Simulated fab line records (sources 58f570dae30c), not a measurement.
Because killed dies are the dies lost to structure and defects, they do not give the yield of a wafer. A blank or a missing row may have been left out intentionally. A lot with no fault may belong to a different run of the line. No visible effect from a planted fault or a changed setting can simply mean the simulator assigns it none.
Lot-split experiment || flow berkeleyCmos170 || 23 wafers read from 5 lots, route of 331 steps

THE SPLIT
At UCB170_SPACER_ANNEAL_02 (time 1800 s), the setting tempC was moved away from the recipe's 900 C on 10 of the 23 wafers read, by +0.8% to +2.5%. This setting was run at the recipe's value on the other wafers.

FROM THE SPLIT TO THE READING: what the file shows between them, 6 steps
- UCB170_NSD_PEB_04 (also split here: pebTempC)
- UCB170_NSD_DEVELOP_05: develop time 45 s
- UCB170_NSD_CD_MEAS_06: target cd 1200 nm
- UCB170_SDANNEAL_RTA_01: time 5 s (also split here: timeS)
- UCB170_SDANNEAL_RS_MEAS_02: measures by four-point-probe
- UCB170_SDANNEAL_RS_MEAS_03: measures by four-point-probe

THE READING
At UCB170_SDANNEAL_RS_MEAS_04, a four-point-probe measurement gives PLDD_RS in ohm/sq. A value of 1031.3 ohm/sq with a standard deviation of 2.6 ohm/sq is what fault-free wafers of this fab line usually give.

{"wafer": "L075.1", "tool, chamber at the split": "-, -", "tempC as run, C": 907.5, "against the recipe": "+0.8%", "PLDD_RS, ohm/sq": 1002.0, "against lot-mates on the recipe": "no lot-mate on the recipe"}
{"wafer": "L075.2", "tool, chamber at the split": "-, -", "tempC as run, C": 907.5, "against the recipe": "+0.8%", "PLDD_RS, ohm/sq": 1003.9, "against lot-mates on the recipe": "no lot-mate on the recipe"}
{"wafer": "L075.4", "tool, chamber at the split": "-, -", "tempC as run, C": 907.5, "against the recipe": "+0.8%", "PLDD_RS, ohm/sq": 1000.4, "against lot-mates on the recipe": "no lot-mate on the recipe"}
{"wafer": "L075.5", "tool, chamber at the split": "-, -", "tempC as run, C": 907.5, "against the recipe": "+0.8%", "PLDD_RS, ohm/sq": 1001.5, "against lot-mates on the recipe": "no lot-mate on the recipe"}
{"wafer": "L075.6", "tool, chamber at the split": "-, -", "tempC as run, C": 907.5, "against the recipe": "+0.8%", "PLDD_RS, ohm/sq": 1002.4, "against lot-mates on the recipe": "no lot-mate on the recipe"}
{"wafer": "L078.1", "tool, chamber at the split": "-, -", "tempC as run, C": 922.2, "against the recipe": "+2.5%", "PLDD_RS, ohm/sq": 957.8, "against lot-mates on the recipe": "no lot-mate on the recipe"}
{"wafer": "L078.3", "tool, chamber at the split": "-, -", "tempC as run, C": 922.2, "against the recipe": "+2.5%", "PLDD_RS, ohm/sq": 955.7, "against lot-mates on the recipe": "no lot-mate on the recipe"}
{"wafer": "L078.4", "tool, chamber at the split": "-, -", "tempC as run, C": 922.2, "against the recipe": "+2.5%", "PLDD_RS, ohm/sq": 954.8, "against lot-mates on the recipe": "no lot-mate on the recipe"}
{"wafer": "L078.5", "tool, chamber at the split": "-, -", "tempC as run, C": 922.2, "against the recipe": "+2.5%", "PLDD_RS, ohm/sq": 954.4, "against lot-mates on the recipe": "no lot-mate on the recipe"}
{"wafer": "L078.6", "tool, chamber at the split": "-, -", "tempC as run, C": 922.2, "against the recipe": "+2.5%", "PLDD_RS, ohm/sq": 953.6, "against lot-mates on the recipe": "no lot-mate on the recipe"}
{"wafer": "L080.1", "tool, chamber at the split": "-, -", "tempC as run, C": 900, "against the recipe": "recipe", "PLDD_RS, ohm/sq": 1031.0, "against lot-mates on the recipe": "-"}
{"wafer": "L080.2", "tool, chamber at the split": "-, -", "tempC as run, C": 900, "against the recipe": "recipe", "PLDD_RS, ohm/sq": 1027.3, "against lot-mates on the recipe": "-"}
{"wafer": "L080.4", "tool, chamber at the split": "-, -", "tempC as run, C": 900, "against the recipe": "recipe", "PLDD_RS, ohm/sq": 1027.5, "against lot-mates on the recipe": "-"}
{"wafer": "L080.5", "tool, chamber at the split": "-, -", "tempC as run, C": 900, "against the recipe": "recipe", "PLDD_RS, ohm/sq": 1026.6, "against lot-mates on the recipe": "-"}
{"wafer": "L080.6", "tool, chamber at the split": "-, -", "tempC as run, C": 900, "against the recipe": "recipe", "PLDD_RS, ohm/sq": 1027.9, "against lot-mates on the recipe": "-"}
{"wafer": "L083.3", "tool, chamber at the split": "furnace-02, 0", "tempC as run, C": 900, "against the recipe": "recipe", "PLDD_RS, ohm/sq": 1031.3, "against lot-mates on the recipe": "-"}
{"wafer": "L083.4", "tool, chamber at the split": "furnace-02, 0", "tempC as run, C": 900, "against the recipe": "recipe", "PLDD_RS, ohm/sq": 1027.2, "against lot-mates on the recipe": "-"}
{"wafer": "L083.5", "tool, chamber at the split": "furnace-02, 0", "tempC as run, C": 900, "against the recipe": "recipe", "PLDD_RS, ohm/sq": 1031.3, "against lot-mates on the recipe": "-"}
{"wafer": "L084.1", "tool, chamber at the split": "-, -", "tempC as run, C": 900, "against the recipe": "recipe", "PLDD_RS, ohm/sq": 1029.2, "against lot-mates on the recipe": "-"}
{"wafer": "L084.2", "tool, chamber at the split": "-, -", "tempC as run, C": 900, "against the recipe": "recipe", "PLDD_RS, ohm/sq": 1036.5, "against lot-mates on the recipe": "-"}
{"wafer": "L084.3", "tool, chamber at the split": "-, -", "tempC as run, C": 900, "against the recipe": "recipe", "PLDD_RS, ohm/sq": 1029.2, "against lot-mates on the recipe": "-"}
{"wafer": "L084.5", "tool, chamber at the split": "-, -", "tempC as run, C": 900, "against the recipe": "recipe", "PLDD_RS, ohm/sq": 1033.5, "against lot-mates on the recipe": "-"}
{"wafer": "L084.6", "tool, chamber at the split": "-, -", "tempC as run, C": 900, "against the recipe": "recipe", "PLDD_RS, ohm/sq": 1028.8, "against lot-mates on the recipe": "-"}

FIT RESULTS
A straight line over all 23 wafers: PLDD_RS changes by -30.3 ohm/sq for each +1% of tempC; r = -1.00; the points scatter about the line by 2.6 ohm/sq.
Too few moved wafers have a lot-mate on the recipe to fit a line with each lot's own level taken away.

THE FILE'S OWN FIT
PLDD_RS changes by -30.3 ohm/sq for each +1% of tempC, r = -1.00.
